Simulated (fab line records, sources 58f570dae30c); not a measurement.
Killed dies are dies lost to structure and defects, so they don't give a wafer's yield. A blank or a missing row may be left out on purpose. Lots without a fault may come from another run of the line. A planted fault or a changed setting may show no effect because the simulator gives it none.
Which tool did it? | flow berkeley_cmos170 | 13 lots, 39 wafers sampled, at 5 steps of a route of 331

WHAT THE GAUGES READ, wafer by wafer
UCB170_NWELL_THK_MEAS_02.
lot  | measured    | on            | NWELL_OXIDE_THK (nm)
L511 | day 2 00:40 | film_metro-01 | 25.4 25.4 25.6
L512 | day 2 08:49 | film_metro-01 | 25.6 26.0 25.7
L513 | day 2 14:31 | film_metro-03 | 25.9 25.8 25.6
L514 | day 2 21:01 | film_metro-01 | 26.5 27.2 27.1
L515 | day 2 21:02 | film_metro-03 | 26.6 26.6 26.5
L516 | day 3 05:43 | film_metro-01 | 25.7 25.6 25.6
L518 | day 3 12:26 | film_metro-02 | 26.3 26.3 26.3
L517 | day 3 12:27 | film_metro-01 | 26.6 26.3 26.3
L519 | day 3 18:17 | film_metro-03 | 26.8 26.7 26.5
L520 | day 4 00:07 | film_metro-01 | 26.6 26.8 26.8
L521 | day 4 06:13 | film_metro-03 | 26.7 26.8 27.0
L533 | day 6 19:01 | film_metro-03 | 26.7 26.2 26.3
L534 | day 7 09:17 | film_metro-02 | 26.8 26.8 26.1

UCB170_NWELL_THK_MEAS_05.
lot  | measured    | on            | NWELL_NITRIDE_THK (nm)
L511 | day 2 08:43 | film_metro-01 | 224.3 223.1 224.2
L512 | day 2 17:46 | film_metro-03 | 222.0 223.1 222.2
L513 | day 3 08:25 | film_metro-03 | 223.1 223.1 223.1
L514 | day 3 08:26 | film_metro-01 | 225.2 224.1 223.9
L515 | day 3 08:27 | film_metro-02 | 219.2 220.0 219.4
L516 | day 3 13:40 | film_metro-01 | 215.0 217.4 215.8
L518 | day 3 20:09 | film_metro-02 | 222.3 222.3 222.2
L517 | day 3 20:10 | film_metro-01 | 224.0 225.2 224.8
L519 | day 4 00:41 | film_metro-02 | 228.2 226.2 225.8
L520 | day 4 09:24 | film_metro-01 | 225.4 225.6 225.9
L521 | day 4 14:50 | film_metro-01 | 225.6 226.1 226.0
L533 | day 7 07:41 | film_metro-02 | 222.8 222.4 223.8
L534 | day 7 16:11 | film_metro-02 | 222.0 224.2 220.9

UCB170_NVT_OVL_MEAS_06.
lot  | measured     | on         | NVT_OVL (nm)
L511 | day 6 22:41  | overlay-01 | 6 -3 1
L512 | day 7 06:04  | overlay-01 | -11 -5 -4
L513 | day 7 13:22  | overlay-01 | -3 -3 -7
L514 | day 7 13:32  | overlay-01 | 1 10 -2
L515 | day 7 13:49  | overlay-02 | -7 0 -7
L516 | day 7 19:56  | overlay-02 | 0 5 -2
L518 | day 7 19:42  | overlay-01 | -1 7 0
L517 | day 7 19:40  | overlay-01 | -6 -12 -16
L519 | day 7 19:40  | overlay-02 | 0 -5 -9
L520 | day 8 10:39  | overlay-01 | 3 12 7
L521 | day 8 19:59  | overlay-02 | - - -
L533 | day 11 06:02 | overlay-01 | 3 2 7
L534 | day 11 17:55 | overlay-02 | 4 4 7

UCB170_NVT_TW_MEAS_09.
lot  | measured     | on            | NVT_TW
L511 | day 6 22:59  | film_metro-02 | 527 527 528
L512 | day 7 06:21  | film_metro-01 | 519 516 516
L513 | day 7 13:39  | film_metro-03 | 528 528 531
L514 | day 7 13:50  | film_metro-01 | 514 516 515
L515 | day 7 14:07  | film_metro-01 | 514 516 515
L516 | day 7 20:13  | film_metro-01 | 516 518 517
L518 | day 7 20:06  | film_metro-02 | 522 523 522
L517 | day 7 19:58  | film_metro-02 | 526 521 525
L519 | day 7 19:58  | film_metro-01 | 517 517 517
L520 | day 8 10:56  | film_metro-01 | 511 515 515
L521 | day 8 20:16  | film_metro-01 | 30 29 30
L533 | day 11 06:20 | film_metro-01 | 515 516 514
L534 | day 11 18:18 | film_metro-01 | 516 516 515

WHICH TOOL RAN EACH LOT (tool, then ch and the chambers of the sampled wafers, then the start)
lot  | UCB170_NVT_EXPOSE_03
L511 | krf_scanner-02 ch 0, day 6 22:09
L512 | krf_scanner-01 ch 0, day 7 05:41
L513 | krf_scanner-02 ch 0, day 7 12:46
L514 | krf_scanner-02 ch 0, day 7 12:54
L515 | krf_scanner-01 ch 0, day 7 13:10
L516 | krf_scanner-01 ch 0, day 7 19:05
L518 | krf_scanner-02 ch 0, day 7 18:50
L517 | krf_scanner-01 ch 0, day 7 18:31
L519 | krf_scanner-01 ch 0, day 7 18:37
L520 | krf_scanner-01 ch 0, day 8 10:04
L521 | krf_scanner-01 ch 0, day 8 18:54
L533 | krf_scanner-01 ch 0, day 11 05:06
L534 | krf_scanner-01 ch 0, day 11 16:59
- UCB170_NVT_EXPOSE_03: exposes mask PWELL, target cd 3000 nm.

WHAT THE TOOLS THEMSELVES READ (means of the sampled wafers that have a number; where no wafer has one, the mark that the record gives instead)
The record holds no such reading with a usual standard deviation.

THE ANSWER, worked out from the rows above alone
Rule: what is usual is taken from the lots themselves. Put in order of their means at a reading, lots are off if they are a third of the lots or fewer, leave a main group of 4 or more, and stand apart from it by a gap of 3 or more times the standard deviation of the main group's means; of several such gaps the widest counts. A main group whose means are all the same, to the digits that the tables above print for the reading, isn't used. A lot without any number at a reading at which 4 lots or more have one is off too. The other lots that the step has rows for count as sound. The gauges are gone through in route order, then the tools' own readings, and for those a lot's mean is taken as printed above. The first step at which some lot is off is used, and at that step the reading that is off furthest; a lot without a number counts as furthest.
Off: L521, at UCB170_NVT_OVL_MEAS_06 (NVT_OVL). Without a number there: L521. The main group: mean -1 nm, standard deviation 5.3.
A tool fits if, at a process step before that reading, it ran every lot that is off, and no sound lot after the first of them. The gauges at UCB170_NVT_OVL_MEAS_06 aren't tried: what is off there is off at UCB170_NVT_TW_MEAS_09 too, on other tools, and a gauge's error can't cause that. None of those tried fits.

WHAT THE SIMULATOR HAD PUT IN
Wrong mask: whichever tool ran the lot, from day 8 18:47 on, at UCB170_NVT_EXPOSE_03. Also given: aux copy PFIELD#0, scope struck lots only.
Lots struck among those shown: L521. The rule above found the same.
